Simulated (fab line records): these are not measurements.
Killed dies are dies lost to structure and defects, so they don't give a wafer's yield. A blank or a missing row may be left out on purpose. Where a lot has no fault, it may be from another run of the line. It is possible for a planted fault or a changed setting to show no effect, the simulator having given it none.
Split-lot trial || flow rit cmos || 5 lots, 23 wafers read, on a route of 202 steps

## THE SPLIT ITSELF
At RIT_NSD_SOFTBAKE_02 (time 60 s), the setting temp c was moved away from the recipe's 90 C on 9 of the 23 wafers read, by -3.6% to +3.8%. This setting was run at the recipe's value on the other wafers.

## FROM THE SPLIT TO THE READING: what the file shows between them, 2 steps
- RIT_NSD_EXPOSE_03: exposes mask M9, target cd 40700 nm
- RIT_NSD_PEB_04

## THE READING
NOVOLAK_of_NSD_COAT_01.thk nm (the simulator's own value, which no gauge read), in nm, at RIT_NSD_DEVELOP_05 (develop time 50 s). The file does not state a usual value for it. The 14 wafers here that ran the recipe average 1000.2 nm, standard deviation 3.9 nm.

{"wafer": "L074.1", "tool, chamber at the split": "litho track-04, 0", "temp c as run, C": 90, "against the recipe": "recipe", "NOVOLAK_of_NSD_COAT_01.thk nm, nm": 1007, "against lot-mates on the recipe": "-"}
{"wafer": "L074.2", "tool, chamber at the split": "litho track-04, 0", "temp c as run, C": 93.39, "against the recipe": "+3.8%", "NOVOLAK_of_NSD_COAT_01.thk nm, nm": 995.6, "against lot-mates on the recipe": -9.4}
{"wafer": "L074.3", "tool, chamber at the split": "litho track-04, 0", "temp c as run, C": 93.39, "against the recipe": "+3.8%", "NOVOLAK_of_NSD_COAT_01.thk nm, nm": 993, "against lot-mates on the recipe": -12.0}
{"wafer": "L074.4", "tool, chamber at the split": "litho track-04, 0", "temp c as run, C": 93.39, "against the recipe": "+3.8%", "NOVOLAK_of_NSD_COAT_01.thk nm, nm": 991.9, "against lot-mates on the recipe": -13.1}
{"wafer": "L074.5", "tool, chamber at the split": "litho track-04, 0", "temp c as run, C": 90, "against the recipe": "recipe", "NOVOLAK_of_NSD_COAT_01.thk nm, nm": 1003, "against lot-mates on the recipe": "-"}
{"wafer": "L075.1", "tool, chamber at the split": "litho track-03, 0", "temp c as run, C": 90, "against the recipe": "recipe", "NOVOLAK_of_NSD_COAT_01.thk nm, nm": 996.6, "against lot-mates on the recipe": "-"}
{"wafer": "L075.2", "tool, chamber at the split": "litho track-03, 0", "temp c as run, C": 90, "against the recipe": "recipe", "NOVOLAK_of_NSD_COAT_01.thk nm, nm": 994.7, "against lot-mates on the recipe": "-"}
{"wafer": "L075.3", "tool, chamber at the split": "litho track-03, 0", "temp c as run, C": 90, "against the recipe": "recipe", "NOVOLAK_of_NSD_COAT_01.thk nm, nm": 996.9, "against lot-mates on the recipe": "-"}
{"wafer": "L075.4", "tool, chamber at the split": "litho track-03, 0", "temp c as run, C": 90, "against the recipe": "recipe", "NOVOLAK_of_NSD_COAT_01.thk nm, nm": 999.3, "against lot-mates on the recipe": "-"}
{"wafer": "L075.6", "tool, chamber at the split": "litho track-03, 0", "temp c as run, C": 90, "against the recipe": "recipe", "NOVOLAK_of_NSD_COAT_01.thk nm, nm": 995.1, "against lot-mates on the recipe": "-"}
{"wafer": "L078.1", "tool, chamber at the split": "litho track-02, 0", "temp c as run, C": 90, "against the recipe": "recipe", "NOVOLAK_of_NSD_COAT_01.thk nm, nm": 1001, "against lot-mates on the recipe": "-"}
{"wafer": "L078.2", "tool, chamber at the split": "litho track-02, 0", "temp c as run, C": 86.75, "against the recipe": "-3.6%", "NOVOLAK_of_NSD_COAT_01.thk nm, nm": 1010, "against lot-mates on the recipe": "+12.2"}
{"wafer": "L078.4", "tool, chamber at the split": "litho track-02, 0", "temp c as run, C": 90, "against the recipe": "recipe", "NOVOLAK_of_NSD_COAT_01.thk nm, nm": 994.6, "against lot-mates on the recipe": "-"}
{"wafer": "L078.5", "tool, chamber at the split": "litho track-02, 0", "temp c as run, C": 86.75, "against the recipe": "-3.6%", "NOVOLAK_of_NSD_COAT_01.thk nm, nm": 1005, "against lot-mates on the recipe": "+7.2"}
{"wafer": "L078.6", "tool, chamber at the split": "litho track-02, 0", "temp c as run, C": 86.75, "against the recipe": "-3.6%", "NOVOLAK_of_NSD_COAT_01.thk nm, nm": 1007, "against lot-mates on the recipe": "+9.2"}
{"wafer": "L080.1", "tool, chamber at the split": "litho track-04, 0", "temp c as run, C": 88.46, "against the recipe": "-1.7%", "NOVOLAK_of_NSD_COAT_01.thk nm, nm": 1005, "against lot-mates on the recipe": "+3.5"}
{"wafer": "L080.2", "tool, chamber at the split": "litho track-04, 0", "temp c as run, C": 88.46, "against the recipe": "-1.7%", "NOVOLAK_of_NSD_COAT_01.thk nm, nm": 1005, "against lot-mates on the recipe": "+3.5"}
{"wafer": "L080.3", "tool, chamber at the split": "litho track-04, 0", "temp c as run, C": 90, "against the recipe": "recipe", "NOVOLAK_of_NSD_COAT_01.thk nm, nm": 1001, "against lot-mates on the recipe": "-"}
{"wafer": "L080.5", "tool, chamber at the split": "litho track-04, 0", "temp c as run, C": 90, "against the recipe": "recipe", "NOVOLAK_of_NSD_COAT_01.thk nm, nm": 1002, "against lot-mates on the recipe": "-"}
{"wafer": "L080.6", "tool, chamber at the split": "litho track-04, 0", "temp c as run, C": 88.46, "against the recipe": "-1.7%", "NOVOLAK_of_NSD_COAT_01.thk nm, nm": 1008, "against lot-mates on the recipe": "+6.5"}
{"wafer": "L083.3", "tool, chamber at the split": "litho track-03, 0", "temp c as run, C": 90, "against the recipe": "recipe", "NOVOLAK_of_NSD_COAT_01.thk nm, nm": 1004, "against lot-mates on the recipe": "-"}
{"wafer": "L083.4", "tool, chamber at the split": "litho track-03, 0", "temp c as run, C": 90, "against the recipe": "recipe", "NOVOLAK_of_NSD_COAT_01.thk nm, nm": 1005, "against lot-mates on the recipe": "-"}
{"wafer": "L083.6", "tool, chamber at the split": "litho track-03, 0", "temp c as run, C": 90, "against the recipe": "recipe", "NOVOLAK_of_NSD_COAT_01.thk nm, nm": 1002, "against lot-mates on the recipe": "-"}

FIT RESULTS
A straight line over all 23 wafers: NOVOLAK_of_NSD_COAT_01.thk nm changes by -2 nm for each +1% of temp c; r = -0.77; the points scatter about the line by 3.5 nm.
The same after taking each lot's own level away (the mean of its wafers on the recipe; 23 wafers): -2.85 nm for each +1%; r = -0.95; scatter 1.9 nm.
The reading moves by 11 nm for the largest change in temp c, on that fit.
Measured against the standard deviation above, the lots' own levels, which go from 996.52 to 1005.00 nm, span 2.2 times it.
So the lot-to-lot level blurs the effect unless lot-mates are compared.
Check: for one of the wafers moved furthest among these (+3.8%), held out of the fit, the line's prediction against its lot-mates is -11.4 nm. It came out at -9.4 nm against them.

## FILE'S OWN FIT
NOVOLAK_of_NSD_COAT_01.thk nm changes by -2.81 nm for each +1% of temp c, r = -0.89.
